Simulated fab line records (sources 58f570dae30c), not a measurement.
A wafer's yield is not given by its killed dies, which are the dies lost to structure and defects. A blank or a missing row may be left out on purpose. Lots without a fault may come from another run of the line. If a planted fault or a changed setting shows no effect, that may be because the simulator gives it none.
Matching of chambers	flow berkeleyCmos170	UCB170_PWELL_ETCH_14 on rieDiel-04: 4 sister chambers
The step etches Si3N4 in CH3F/Ar/O2, stops on SiO2, target depth 242 nm, time 151 s. 8 wafers are shown with their chamber, then 8 later ones without.

## EACH WAFER AND ITS CHAMBER
wafer	chamber	drypumpMotorCurrentA (A)	throttleValvePct (%)
L101.1	3	5.7	8.14
L104.2	2	6.1	8.07
L104.3	1	5.7	8.14
L105.5	1	5.7	8.14
L114.1	0	6.0	8.18
L114.2	2	6.1	8.07
L114.6	0	6.0	8.17
L118.1	3	5.8	8.13

## WAFERS WITHOUT THEIR CHAMBER
wafer	drypumpMotorCurrentA (A)	throttleValvePct (%)
L118.5	6.1	8.08
L118.6	5.7	8.14
L120.1	5.7	8.13
L120.3	6.0	8.16
L120.4	6.0	8.17
L121.2	6.0	8.17
L121.4	5.7	8.14
L121.5	5.7	8.14

## WHICH CHAMBER EACH ONE RAN IN
wafer	from the rows above	in truth
L118.5	2	2
L118.6	can't be placed: 1 or 3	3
L120.1	can't be placed: 3 or 1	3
L120.3	0	0
L120.4	0	0
L121.2	0	0
L121.4	can't be placed: 1 or 3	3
L121.5	can't be placed: 1 or 3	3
Correctly placed: 4 of 8. Can't be placed from these rows: 4 (the true chamber is among the candidates in 4). Number placed wrongly: 0.
How it was worked out, from the rows above alone: a wafer's distance from a chamber is the root of the sum, over the readings, of the square of ((its reading less the chamber's mean) divided by the reading's scatter). The wafer belongs to the nearest chamber; if the next one is less than 2 further off, it can't be placed. The mean given for a chamber averages the wafers shown for that chamber. The scatter: the root of (the sum of the squares of (reading less its chamber's mean) over the shown wafers, divided by (wafers less chambers)).
